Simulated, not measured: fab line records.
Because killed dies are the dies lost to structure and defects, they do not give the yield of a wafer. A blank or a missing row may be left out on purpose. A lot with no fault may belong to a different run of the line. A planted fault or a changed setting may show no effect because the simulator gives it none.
Comparing a struck lot with a sound one | flow rit cmos | 19 steps out of a route of 202
Sound: these wafers, L293.3, L293.5, L293.6. Wafers L305.1, L305.5, L305.6 were the ones struck. The cause comes at the end.
Per side, at each step with rows, come the tool, then ch with its chambers, and then its first start. Under that, the readings that differ: sound wafers | struck wafers | difference of the means | sigmas: that difference in standard deviations of wafers without a fault.
alike: same words and numbers on both sides, and readings whose means sit less than 2 such deviations apart. not compared: any withheld reading, any reading some wafer has no value for, any bound like >300 that may hide the same value, and any number with overlapping values for which the record gives no deviation.
The two part at a step that has a row with sigmas, a row that says differs or no value, or rows on one side only. Numbers that have no deviation but don't overlap get no sigmas and don't part them. A reading missing from all wafers of one side parts the sides only when that side holds two or more wafers.

first, 1 step without rows for these wafers: RIT_CONTACT_HARDBAKE_10 (time 60 s).
RIT_CONTACT_ETCH_11: etches SiO2 in CHF3/CF4/Ar, stops on TiSi2, target depth 480 nm, time 320 s.
  sound on rie diel-04 ch 0,1,3, day 3 10:12; struck on rie diel-01 ch 2,3, day 5 22:47
  reading                | sound          | struck         | difference | sigmas
  throttle valve pct (%) | 8.95 9.02 8.97 | 8.66 8.67 8.83 | -0.26      | -2
  alike: drypump motor current A, oes product au
  not compared: rf hours counter h
RIT_CONTACT_STRIP_12: strips in O2, time 180 s.
  sound on plasma asher-02 ch 0,1, day 3 10:27; struck on plasma asher-03 ch 0,1, day 5 22:59
  alike: drypump motor current A
  not compared: rf hours counter h
RIT_CONTACT_CD_MEAS_90: target cd 1000 nm.
  sound on cd sem-01 at day 3 10:37; struck on cd sem-02 at day 5 23:10
  alike: cd nm
then, 2 steps without rows for these wafers: RIT_CONTACT_CLEAN_13 (cleans in SC1, time 600 s); RIT_CONTACT_CLEAN_14 (cleans in SC2, time 600 s).
RIT_M1_SPUTTER_00: material Al, target thk 400 nm, time 500 s.
  sound on pvd sputter-02 at day 3 11:02; struck on pvd sputter-02 at day 5 23:49
  alike: chamber pressure pa, throttle valve pct
RIT_M1_RS_MEAS_01: the measuring method here is four-point-probe.
  sound on film metro-02 at day 3 11:22; struck on film metro-02 at day 6 00:06
  alike: M1_AL_RS
RIT_M1_THK_MEAS_02: measures by xrf.
  sound on film metro-02 at day 3 11:28; struck on film metro-02 at day 6 00:13
  alike: M1_AL_THK
then, 3 steps without rows for these wafers: RIT_M1_HMDS_03 (prime time 60 s); RIT_M1_COAT_04 (resist thk 1300 nm); RIT_M1_SOFTBAKE_05 (time 60 s).
RIT_M1_EXPOSE_06: exposes mask M12, target cd 2600 nm.
  sound on iline stepper-01 ch 0, day 3 12:11; struck on iline stepper-01 ch 0, day 6 00:44
  reading                    | sound                | struck               | difference | sigmas
  exposure dose mJ cm2       | 249.38 249.59 249.56 | 250.06 249.98 249.90 | +0.47      | +2
  model.M1.overlay x nm (nm) | 2.85 2.85 2.85       | 242.9 242.9 242.9    | +240.1     |
  alike: mask, reticle temp C
then, 2 steps without rows for these wafers: RIT_M1_PEB_07; RIT_M1_DEVELOP_08 (develop time 68 s).
RIT_M1_CD_MEAS_09: target cd 2600 nm.
  sound on cd sem-02 at day 3 12:37; struck on cd sem-02 at day 6 01:10
  alike: cd nm
RIT_M1_OVL_MEAS_10:
  sound on overlay-01 at day 3 12:42; struck on overlay-02 at day 6 01:17
  reading     | sound       | struck            | difference | sigmas
  M1_OVL (nm) | 2.5 1.3 0.4 | 239.1 240.5 241.3 | +238.9     | +99 or more
then, 1 step without rows for these wafers: RIT_M1_HARDBAKE_11 (time 120 s).
RIT_M1_PROBE_99:
  sound on prober-02 at day 3 16:28; struck on prober-02 at day 6 03:49
  reading                                                 | sound                | struck               | difference | sigmas
  model.etest.nmos_0p15.junction log10 a um               | -13.57 -13.49 -13.54 | -12.15 -12.12 -12.16 | +1.39      |
  model.etest.nmos narrow.off log10 a um                  | -13.16 -13.25 -13.16 | -12.13 -12.1 -12.14  | +1.07      |
  model.etest.nmos_0p3.off log10 a um                     | -13.05 -13.07 -13.09 | -12.13 -12.09 -12.13 | +0.95      |
  model.etest.gate end array.leak log10 a um              | -12.9 -12.81 -12.97  | -12.01 -12.05 -11.97 | +0.88      |
  model.etest.pmos_0p15.junction log10 a um               | -13.73 -13.88 -13.73 | -13.1 -13 -13.09     | +0.7       |
  model.etest.contact diode array.leak log10 a (angstrom) | -9.474 -9.311 -9.434 | -8.77 -8.671 -8.838  | +0.65      |
  model.etest.select edge diode n.leak log10 a (angstrom) | -9.889 -9.902 -9.851 | -9.757 -9.694 -9.636 | +0.185     |
  alike: defect limited yield, killed at contacts, killed at front end, killed dies, killed open, killed short, sort_bin_3_pad_short, sort_bin_5_function, sort_bin_6_memory, sort n pass, sort yield pct
  not compared: model.etest.pmos_0p3.off log10 a um

## WHERE THEY PART
First at RIT_CONTACT_ETCH_11; last, within this record, at RIT_M1_OVL_MEAS_10. Later steps at which nothing parts them and some readings are alike: RIT_M1_PROBE_99.

WHY: the cause the simulator had injected
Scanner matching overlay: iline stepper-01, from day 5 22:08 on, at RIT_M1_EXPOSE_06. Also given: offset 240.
